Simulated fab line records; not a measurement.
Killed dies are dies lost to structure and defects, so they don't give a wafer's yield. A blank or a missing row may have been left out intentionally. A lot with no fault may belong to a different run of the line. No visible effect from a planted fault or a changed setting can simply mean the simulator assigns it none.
Split-lot study -- flow berkeleyCmos170 -- 5 lots, 23 wafers read, on a route of 331 steps

## SPLIT DETAILS
At UCB170_PWELL_CVD_05 (deposits Si3N4 from SiH2Cl2/NH3, target thk 220 nm, time 3300 s), the setting nh3FlowSccm was moved away from the recipe's 75 sccm on 15 of the 23 wafers read, by -14.0% to +14.0%. For the rest of the wafers, this setting stayed at what the recipe calls for.

## FROM THE SPLIT TO THE READING: what the file shows between them, 2 steps
- UCB170_PWELL_HMDS_07: prime time 60 s
- UCB170_PWELL_DEVELOP_12: develop time 45 s

## THE READING
oesProductAu, in a.u., at UCB170_PWELL_ETCH_14 (etches Si3N4 in CH3F/Ar/O2, stops on SiO2, target depth 242 nm, time 151 s). A value of 0.936 a.u. with a standard deviation of 0.01 a.u. is what fault-free wafers of this fab line usually give.

wafer,"tool, chamber at the split","nh3FlowSccm as run, sccm",against the recipe,"oesProductAu, a.u.",against lot-mates on the recipe
L075.1,"lpcvd-02, 0",75,recipe,0.933,-
L075.3,"lpcvd-02, 0",75,recipe,0.947,-
L075.4,"lpcvd-02, 0",75,recipe,0.929,-
L076.1,"-, -",72.09,-3.9%,0.931,no lot-mate on the recipe
L076.2,"-, -",72.09,-3.9%,0.931,no lot-mate on the recipe
L076.4,"-, -",72.09,-3.9%,0.908,no lot-mate on the recipe
L076.5,"-, -",72.09,-3.9%,0.906,no lot-mate on the recipe
L076.6,"-, -",72.09,-3.9%,0.910,no lot-mate on the recipe
L079.1,"-, -",85.5,+14.0%,0.988,no lot-mate on the recipe
L079.2,"-, -",85.5,+14.0%,0.972,no lot-mate on the recipe
L079.4,"-, -",85.5,+14.0%,0.968,no lot-mate on the recipe
L079.5,"-, -",85.5,+14.0%,0.980,no lot-mate on the recipe
L079.6,"-, -",85.5,+14.0%,0.978,no lot-mate on the recipe
L083.1,"-, -",64.49,-14.0%,0.872,no lot-mate on the recipe
L083.2,"-, -",64.49,-14.0%,0.880,no lot-mate on the recipe
L083.3,"-, -",64.49,-14.0%,0.872,no lot-mate on the recipe
L083.4,"-, -",64.49,-14.0%,0.881,no lot-mate on the recipe
L083.5,"-, -",64.49,-14.0%,0.881,no lot-mate on the recipe
L084.2,"-, -",75,recipe,0.943,-
L084.3,"-, -",75,recipe,0.927,-
L084.4,"-, -",75,recipe,0.929,-
L084.5,"-, -",75,recipe,0.942,-
L084.6,"-, -",75,recipe,0.940,-

FIT RESULTS
A straight line over all 23 wafers: oesProductAu changes by +0.00357 a.u. for each +1% of nh3FlowSccm; r = +0.97; the points scatter about the line by 0.0091 a.u.
Too few moved wafers with a lot-mate on the recipe to fit a line net of each lot's own level.

## THE FILE'S OWN FIT
oesProductAu changes by +0.00357 a.u. for each +1% of nh3FlowSccm, r = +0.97.
